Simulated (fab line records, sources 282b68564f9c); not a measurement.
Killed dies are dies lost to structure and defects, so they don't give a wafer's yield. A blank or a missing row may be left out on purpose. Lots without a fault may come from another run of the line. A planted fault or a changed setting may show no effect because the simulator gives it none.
fab line records | flow rit_cmos
record lots=6 wafers=18 last_day=7
route steps=202 shown GATE@83 M1@202
lots that met no fault: from a run of the same line without faults
start_h: hours from the record's first day to the start of the lot's first wafer shown | wait_h: hours since the lot's step before | " the same as in the row above | L1.1+2: a row that stands for several wafers | - no value, or no start given | * or withheld: withheld | < > ~ a bound
route shown NAME@n: a module of which the file shows steps, and the number in the route of the first | usual: mean/standard deviation of fault-free wafers | same: alike in all rows | chamber/n: place in a boat | sites: the reading at each site | _std_site: their standard deviation | _edge_site: outer sites' mean less inner sites' | radius_mm: how far each site lies from the wafer's centre | mask NAME#n: copy n | behind: the tool/chamber that last shaped the wafer | hold: why the lot was held/for how many hours/how that ended | device: the transistor (n, p or np) that didn't switch | end of line: the same wafers' tests at the end of the route | a step without rows: its recipe alone | killed: dies lost to structure and defects at the first sort, not the wafer's yield | map: a wafer's dies, x killed, . not, _ none there
set.NAME: the setting as run; set.NAME@STEP: as run at that earlier step | model.NAME: the simulator's own value behind a step, which no gauge read
lots at some steps of the route; a table a step, a row a wafer
services: from which hour (start_h, from the record's first day; less than 0 if before it) a tool's chamber was out of use, for how many hours, and why
## steps
# step RIT_GATE_THK_MEAS_07
# recipe reads=SiO2_of_GATE_OXIDATION_05
# usual GATE_OXIDE_THK=2.78/0.063
# columns lot.wafer tool chamber start_h wait_h GATE_OXIDE_THK[nm]
L874.4 film_metro-01 - 35.21 0.0 2.74
L874.5 " - " " 2.74
L874.6 " - " " 2.69
L876.3 film_metro-03 - 45.39 0.0 2.78
L876.4 " - " " 2.79
L876.6 " - " " 2.78
L888.1 film_metro-03 - 103.87 0.0 2.72
L888.4 " - " " 2.73
L888.5 " - " " 2.81
L890.1 film_metro-04 - 113.85 0.0 2.86
L890.5 " - " " 2.88
L890.6 " - " " 2.78
L891.1 film_metro-03 - 118.78 0.0 2.80
L891.4 " - " " 2.84
L891.5 " - " " 2.71
L897.1 film_metro-01 - 151.29 0.0 2.81
L897.2 " - " " 2.89
L897.5 " - " " 2.77
# step RIT_GATE_CVD_08
# recipe material=poly-Si target_thk_nm=250 temp_c=610 precursor=SiH4 time_s=2220 pressure_mtorr=300 sih4_flow_sccm=100
# step RIT_GATE_THK_MEAS_09
# recipe reads=poly-Si_of_GATE_CVD_08
# usual GATE_POLY_THK=249.7/2.4
# columns lot.wafer tool chamber start_h wait_h GATE_POLY_THK[nm]
L874.4 film_metro-01 - 36.89 0.0 250.1
L874.5 " - " " 252.1
L874.6 " - " " 248.4
L876.3 film_metro-03 - 47.07 0.0 248.0
L876.4 " - " " 248.4
L876.6 " - " " 248.9
L888.1 film_metro-01 - 106.18 0.0 246.6
L888.4 " - " " 251.4
L888.5 " - " " 248.1
L890.1 film_metro-03 - 115.53 0.0 250.4
L890.5 " - " " 249.5
L890.6 " - " " 252.3
L891.1 film_metro-03 - 120.46 0.0 254.7
L891.4 " - " " 253.0
L891.5 " - " " 252.0
L897.1 film_metro-03 - 152.97 0.0 248.7
L897.2 " - " " 249.9
L897.5 " - " " 248.5
# step RIT_GATE_HMDS_10
# recipe prime_time_s=60 prime_temp_c=140
# step RIT_GATE_COAT_11
# recipe resist=NOVOLAK spin_rpm=4250 resist_thk_nm=850
# step RIT_GATE_SOFTBAKE_12
# recipe resist=NOVOLAK temp_c=90 time_s=60
# step RIT_GATE_EXPOSE_13
# recipe mask_id=M6 na=0.6 source_shape=conventional sigma_outer=0.6 target_cd_nm=150 dose_mj=380
# step RIT_GATE_PEB_14
# recipe resist=NOVOLAK temp_c=withheld time_s=withheld
# step RIT_GATE_DEVELOP_15
# recipe resist=NOVOLAK develop_time_s=50 dev_temp_c=23.5
# step RIT_GATE_CD_MEAS_16
# recipe target_cd_nm=150
# usual cd_nm=150.3/2.4
# columns lot.wafer tool chamber start_h wait_h cd_nm
L874.4 cd_sem-02 - 37.96 - 148.7
L874.5 " - " " 146.9
L874.6 " - " " 149.3
L876.3 cd_sem-01 - 48.13 - 154.6
L876.4 " - " " 154.6
L876.6 " - " " 153.2
L888.1 cd_sem-02 - 107.28 - 153.7
L888.4 " - " " 154.3
L888.5 " - " " 154.0
L890.1 cd_sem-01 - 116.56 - 149.5
L890.5 " - " " 148.8
L890.6 " - " " 148.9
L891.1 cd_sem-02 - 121.59 - 151.1
L891.4 " - " " 150.9
L891.5 " - " " 150.0
L897.1 cd_sem-01 - 154.51 - 146.1
L897.2 " - " " 146.1
L897.5 " - " " 146.8
# step RIT_GATE_OVL_MEAS_17
# usual GATE_OVL=0.5/1.4
# columns lot.wafer tool chamber start_h wait_h GATE_OVL[nm]
L874.4 overlay-01 - 38.10 0.1 2.0
L874.5 " - " " 1.8
L874.6 " - " " 1.3
L876.3 overlay-01 - 48.22 0.1 -0.7
L876.4 " - " " 0.3
L876.6 " - " " 0.1
L888.1 overlay-01 - 107.40 0.1 1.5
L888.4 " - " " 1.5
L888.5 " - " " 2.2
L890.1 overlay-02 - 116.68 0.1 2.5
L890.5 " - " " 2.7
L890.6 " - " " 3.1
L891.1 overlay-01 - 121.71 0.1 -1.5
L891.4 " - " " -1.7
L891.5 " - " " -1.8
L897.1 overlay-02 - 154.63 0.1 -1.0
L897.2 " - " " -0.9
L897.5 " - " " -0.3
# step RIT_GATE_HARDBAKE_18
# recipe resist=NOVOLAK temp_c=140 time_s=60
# step RIT_GATE_ETCH_19
# recipe chemistry=SF6/CHF3/O2 time_s=165 SF6_flow_sccm=30 CHF3_flow_sccm=30 O2_flow_sccm=5 target=poly-Si pressure_mtorr=40 rf_w=160 target_depth_a=3125 over_etch_frac=0.25 stop_on=SiO2
# usual drypump_motor_current_A=5.7/0.36 he_backside_leak_sccm=2.7/0.33 oes_product_au=0.841/0.01 run_length_s=193.3/0.38 throttle_valve_pct=10.27/0.15
# columns lot.wafer tool chamber start_h wait_h drypump_motor_current_A he_backside_leak_sccm oes_product_au rf_hours_counter_h run_length_s throttle_valve_pct model.NOVOLAK_of_GATE_COAT_11.thk_nm
L874.4 rie_si-01 3 38.38 0.1 6.0 2.5 0.845 1 193.4 10.54 668.5
L874.5 " 3 " " 6.1 2.6 0.843 - 193.3 10.55 669.9
L874.6 " 2 " " 5.4 2.8 0.854 - 193.6 10.13 666.7
L876.3 rie_si-01 2 48.39 0.1 5.4 2.8 0.851 152 193.2 10.13 667.9
L876.4 " 1 " " 6.2 2.6 0.857 6 193.0 10.28 665.7
L876.6 " 0 " " 5.7 2.5 0.831 - 193.0 10.41 668.3
L888.1 rie_si-01 3 107.59 0.1 6.0 2.6 0.773 2 211.7 10.53 665.1
L888.4 " 1 " " 6.3 2.6 0.794 - 210.9 10.27 663.1
L888.5 " 3 " " 6.0 2.5 0.769 - 211.0 10.56 664.2
L890.1 rie_si-01 3 116.87 0.1 6.0 2.7 0.773 2 211.1 10.54 664.5
L890.5 " 1 " " 6.3 2.6 0.798 - 210.8 10.27 656
L890.6 " 0 " " 5.7 2.6 0.783 - 211.3 10.40 662.1
L891.1 rie_si-02 3 121.89 0.1 5.9 3.3 0.854 72 193.4 10.09 674.9
L891.4 " 2 " " 5.9 2.8 0.850 2 194.0 10.15 669.4
L891.5 " 3 " " 5.8 3.2 0.840 - 192.8 10.11 671.6
L897.1 rie_si-02 1 154.98 0.1 5.7 2.4 0.835 4 193.4 10.18 670.4
L897.2 " 0 " " 5.0 3.0 0.836 93 192.7 10.28 664.9
L897.5 " 2 " " 5.9 2.8 0.839 - 193.9 10.18 665.9
# step RIT_GATE_STRIP_20
# recipe chemistry=O2 time_s=180 resist=NOVOLAK platen_temp_c=withheld power_w=500 pressure_mtorr=4000 o2_flow_sccm=4000
# usual drypump_motor_current_A=5.7/0.34
# columns lot.wafer tool chamber start_h wait_h drypump_motor_current_A rf_hours_counter_h
L874.4 plasma_asher-02 0 38.54 0.1 5.6 -
L874.5 " 0 " " 5.6 -
L874.6 " 1 " " 5.5 -
L876.3 plasma_asher-04 0 48.56 0.1 5.4 -
L876.4 " 1 " " 5.1 -
L876.6 " 0 " " 5.4 -
L888.1 plasma_asher-01 1 107.70 0.1 5.7 34
L888.4 " 1 " " 5.7 -
L888.5 " 0 " " 6.2 -
L890.1 plasma_asher-04 0 116.98 0.1 5.4 54
L890.5 " 0 " " 5.4 -
L890.6 " 1 " " 5.0 -
L891.1 plasma_asher-02 0 122.00 0.1 5.6 0
L891.4 " 1 " " 5.5 -
L891.5 " 0 " " 5.6 -
L897.1 plasma_asher-01 1 155.08 0.1 5.8 39
L897.2 " 0 " " 6.2 39
L897.5 " 0 " " 6.2 -
# step RIT_M1_PROBE_99
# usual killed_at_contacts=0.1/0.24 killed_at_front_end=7/3 killed_dies=7/3 killed_open=3.2/1.8 killed_short=3.5/2.1
# same gross_dies=264 killed_at_M0_to_M3=0 killed_at_M4_up=0 killed_at_back_side=0 killed_at_other=0
# columns lot.wafer tool chamber start_h wait_h killed_at_contacts killed_at_front_end killed_dies killed_open killed_short
L890.1 prober-02 - 139.31 0.1 0 4 4 2 2
L890.5 prober-02 - 139.51 0.2 0 7 7 5 2
L890.6 prober-02 - 139.56 0.2 0 4 4 1 3
L897.1 prober-01 - 177.69 0.1 0 3 3 2 1
L897.2 prober-01 - 177.74 0.1 0 3 3 0 3
L897.5 prober-01 - 177.89 0.2 0 7 7 3 4
# killed by level:class
L890.1 FOX1:geometric_particle:short=1 FOX2:geometric_particle:open=1 GATE:geometric_particle:short=1 SILICIDE:geometric_particle:open=1
L890.5 FOX1:geometric_particle:open=2 REOX:geometric_particle:open=2 FOX1:geometric_particle:short=1 REOX:geometric_particle:short=1 SILICIDE:geometric_particle:open=1
L890.6 SILICIDE:geometric_particle:short=2 GATE:geometric_particle:open=1 REOX:geometric_particle:short=1
L897.1 REOX:geometric_particle:open=2 GATE:geometric_particle:short=1
L897.2 SPACER:geometric_particle:short=2 FOX2:geometric_particle:short=1
L897.5 FOX1:geometric_particle:open=3 GATE:geometric_particle:short=1 REOX:geometric_particle:short=1 SPACER:geometric_particle:short=1 SILICIDE:geometric_particle:short=1
## services
# columns tool chamber start_h hours kind
rie_si-01 1 44.13 4.1 repair
rie_si-02 - 56.12 0.7 repair
rie_si-02 - 84.38 14.6 pm
rie_si-01 2 98.30 - clean
rie_si-01 2 98.30 20.1 scheduled_down
rie_si-01 2 98.30 20.1 vent_cycle
plasma_asher-02 - 108.75 9.0 pm
plasma_asher-02 0 108.75 9.0 vent_cycle
plasma_asher-02 1 108.75 9.0 vent_cycle
plasma_asher-02 0 117.75 - clean
plasma_asher-02 1 117.75 - clean
rie_si-01 - 121.14 1.0 repair
## key
first_sign step=RIT_GATE_ETCH_19 reading=run_length_s direction=up sigmas=47 usual=* struck=*
effect step=RIT_GATE_ETCH_19 reading=oes_product_au direction=down sigmas=5.7 usual=0.841 struck=0.782
model_effect step=RIT_GATE_ETCH_19 value=NOVOLAK_of_GATE_COAT_11.thk_nm without=671.3 struck=662.5
met_at RIT_GATE_ETCH_19
struck_wafers L888.1,L888.4,L888.5,L890.1,L890.5,L890.6
tester_left_out L888,L890
onset_between 48.39 107.59
fault kind=process_parameter_drift tool=rie_si-01 chamber=- onset_h=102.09 steps=RIT_GATE_ETCH_19 channel=time_s offset=* shape=step end_h=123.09 stated=*
# tester_left_out: of these lots the tester's yield and bins aren't shown, on N5 and GAA mostly nor the transistor test; their killed dies are dies lost to structure and defects alone, not to doping, threshold or leakage, so they don't give the yield
